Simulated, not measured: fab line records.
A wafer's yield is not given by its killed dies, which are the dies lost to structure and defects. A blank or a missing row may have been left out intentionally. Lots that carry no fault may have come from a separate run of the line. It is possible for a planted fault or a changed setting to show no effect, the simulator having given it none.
Chamber matching | flow berkeley cmos170 | rie diel-01 running UCB170_GATE_ETCH_14: 4 sister chambers
The step etches BARC in N2/H2. 7 wafers are shown with their chamber, then 8 later ones without.

## EACH WAFER AND ITS CHAMBER
wafer  | chamber | throttle valve pct (%) | drypump motor current A (A)
L080.1 | 1       | 13.15                  | 6.2
L083.2 | 1       | 13.14                  | 6.3
L083.4 | 2       | 13.15                  | 6.3
L083.6 | 3       | 13.48                  | 5.8
L084.5 | 0       | 13.52                  | 6.0
L084.6 | 3       | 13.49                  | 5.8
L091.2 | 0       | 13.53                  | 6.0

## WAFERS WITH NO CHAMBER GIVEN
wafer  | throttle valve pct (%) | drypump motor current A (A)
L091.4 | 13.16                  | 6.3
L091.6 | 13.46                  | 5.8
L092.1 | 13.52                  | 6.0
L092.4 | 13.47                  | 5.8
L092.5 | 13.14                  | 6.2
L093.2 | 13.17                  | 6.3
L093.3 | 13.52                  | 6.0
L093.6 | 13.13                  | 6.3

## EACH ONE'S CHAMBER
wafer  | from the rows above     | in truth
L091.4 | can't be placed: 2 or 1 | 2
L091.6 | 3                       | 3
L092.1 | 0                       | 0
L092.4 | 3                       | 3
L092.5 | can't be placed: 1 or 2 | 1
L093.2 | can't be placed: 2 or 1 | 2
L093.3 | 0                       | 0
L093.6 | can't be placed: 1 or 2 | 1
4 of 8 placed correctly. Can't be placed from these rows: 4 (the true chamber is among the candidates in 4). Wrongly placed: 0.
How it was worked out, from the rows above alone: a wafer's distance from a chamber is the root of the sum, over the readings, of the square of ((its reading less the chamber's mean) divided by the reading's scatter). The wafer belongs to the nearest chamber; if the next one is less than 2 further off, it can't be placed. For every chamber, the mean is computed from those of its wafers that are shown. The scatter is the square root of a quotient: the sum, over the shown wafers, of each reading's squared deviation from its chamber's mean, divided by wafers minus chambers.
